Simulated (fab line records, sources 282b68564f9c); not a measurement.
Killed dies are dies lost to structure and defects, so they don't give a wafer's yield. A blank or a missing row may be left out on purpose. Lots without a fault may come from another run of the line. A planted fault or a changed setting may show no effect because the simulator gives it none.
A struck lot beside a sound one | flow rit_cmos | 15 steps out of a route of 202
Sound: wafers L470.1, L470.3, L470.4. Struck: wafers L474.1, L474.3, L474.4. The cause comes at the end.
At each step with rows: each side's tool, then ch and its chambers, then its first start. Under that, the readings that differ: sound wafers | struck wafers | difference of the means | sigmas: that difference in standard deviations of wafers without a fault.
alike: readings whose means differ by less than 2 such deviations, and words and numbers that are the same on both sides. not compared: withheld readings, readings that some wafer has no value for, bounds like >300 that may hide the same value, and numbers for which the record gives no deviation and whose values overlap.
The two part at a step that has a row with sigmas, a row that says differs or no value, or rows on one side only. Numbers that don't overlap but have no deviation are shown without sigmas and don't part them. A reading that every wafer of one side lacks parts them only if that side has two wafers or more.

RIT_NSD_TW_MEAS_10:
  sound on film_metro-04, day 3 20:10; struck on film_metro-03, day 4 17:31
  reading | sound          | struck         | difference | sigmas
  NSD_TW  | 3187 3190 3179 | 3140 3139 3141 | -45        | -2
then, 6 steps without rows for these wafers: RIT_PSD_HMDS_00 (prime time 60 s); RIT_PSD_COAT_01 (resist thk 1000 nm); RIT_PSD_SOFTBAKE_02 (time 60 s); RIT_PSD_EXPOSE_03 (exposes mask M10, target cd 40900 nm); RIT_PSD_PEB_04; RIT_PSD_DEVELOP_05 (develop time 50 s).
RIT_PSD_OVL_MEAS_06:
  sound on overlay-02, day 3 21:17; struck on overlay-01, day 4 18:26
  alike: PSD_OVL
then, 2 steps without rows for these wafers: RIT_PSD_HARDBAKE_07 (time 60 s); RIT_PSD_IMPLANT_08.
RIT_PSD_STRIP_09: strips in O2, time 180 s.
  sound on plasma_asher-04 ch 0,1, day 3 21:37; struck on plasma_asher-03 ch 0,1, day 4 18:46
  alike: drypump_motor_current_A
  not compared: rf_hours_counter_h
RIT_PSD_TW_MEAS_10:
  sound on film_metro-03, day 3 21:47; struck on film_metro-03, day 4 18:56
  alike: PSD_TW
RIT_SDANNEAL_CLEAN_00: cleans in SC1, time 600 s.
  sound on wet_bench-02 ch 3, day 3 21:51; struck on wet_bench-02 ch 2, day 4 19:00
  reading          | sound       | struck      | difference | sigmas
  run_length_s (s) | 625 625 625 | 566 566 566 | -59        | -19
then, 1 step without rows for these wafers: RIT_SDANNEAL_CLEAN_01 (cleans in dHF, time 30 s).
RIT_M1_PROBE_99:
  sound on prober-02, day 4 05:58; struck on prober-02, day 5 04:21
  alike: killed_at_M0_to_M3, killed_at_front_end, killed_dies, killed_open, killed_short

WHERE THEY PART
First at RIT_NSD_TW_MEAS_10; last, within this record, at RIT_SDANNEAL_CLEAN_00. Later steps at which nothing parts them and some readings are alike: RIT_M1_PROBE_99.

WHY: what the simulator had put in
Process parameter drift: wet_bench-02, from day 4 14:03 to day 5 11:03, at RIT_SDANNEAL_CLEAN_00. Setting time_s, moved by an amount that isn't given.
